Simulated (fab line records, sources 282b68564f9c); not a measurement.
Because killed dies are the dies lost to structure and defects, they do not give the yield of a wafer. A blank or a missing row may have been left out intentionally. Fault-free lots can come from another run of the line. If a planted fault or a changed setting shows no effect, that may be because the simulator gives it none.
A single fault, viewed from 2 desks ; flow rit-cmos ; what lay behind the numbers comes last; until then each desk has only its own

FROM THE METROLOGY DESK
What the gauges read for every lot (on any tool): the sampled wafers with a number, averaged. The brackets show how far a lot's mean lies from the usual mean; more than 4 standard deviations puts the lot out of limits, marked OUT.
Columns: A = GATE_OXIDE_THK at RIT_GATE_THK_MEAS_07, usual 3.01 nm; B = REOX_OXIDE_THK at RIT_REOX_THK_MEAS_04, usual 25.2 nm
lot;first seen here;A;B
L986;day 2 18:43;2.92;24.7
L988;day 3 07:08;3.05;25.8
L991;day 3 16:32;3.02;24.8
L993;day 4 07:49;3.00;25.5
L994;day 4 12:11;3.05;25.4
L998;day 5 02:40;3.09;26.2
L100;day 5 14:26;3.01;25.2
L101;day 5 22:30;3.01;25.8
L102;day 6 01:39;2.97;25.1
L104;day 6 07:28;2.98;24.8
L105;day 6 13:32;2.96;25.4
L106;day 6 15:23;3.04;25.1
L107;day 6 22:49;2.92;25.3
L108;day 7 05:20;2.96;24.4
Finding of this desk: none of the 14 lots has anything out of limits.

FOR THE TOOL OWNER'S DESK: litho-track-04
At RIT_PWELL_SOFTBAKE_02 (time 60 s), the tool's own readings, given per lot that ran on this tool as the mean of the sampled wafers with a number. The brackets show how far a lot's mean lies from the usual mean; more than 4 standard deviations puts the lot out of limits, marked OUT.
Columns: A = heater-power-total-W at RIT_PWELL_SOFTBAKE_02, usual 34.56 W; B = run-length-s at RIT_PWELL_SOFTBAKE_02, usual 89.07 s
lot;first seen here;A;B
L986;day 2 03:28;34.51;88.92
L993;day 3 15:58;34.58;89.10
L998;day 4 12:13;34.60;89.10
L100;day 4 23:18;35.60 (+19) OUT;82.94 (-51) OUT
L101;day 5 05:25;35.61 (+19) OUT;82.88 (-52) OUT
This desk's finding: out of limits on L100, L101; first on L100, day 4 23:18 (heater-power-total-W at RIT_PWELL_SOFTBAKE_02). L986, L993, L998 stayed within limits.

BROUGHT TOGETHER
The tool owner's desk had the chance to raise an alarm at day 4 23:18 on L100, L101.
Nothing out of limits was seen by the metrology desk.
The metrology desk holds a record of L100, L101, inside its limits.
The lots listed all ran RIT_PWELL_SOFTBAKE_02 on litho-track-04.

WHAT HAD BEEN PUT IN BY THE SIMULATOR
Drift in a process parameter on litho-track-04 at RIT_PWELL_SOFTBAKE_02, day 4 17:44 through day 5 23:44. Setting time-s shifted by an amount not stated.
Struck lots among those shown: L100, L101.
How many hours passed from the start of the fault until each desk's first out-of-limits reading: the tool owner's desk, 6.
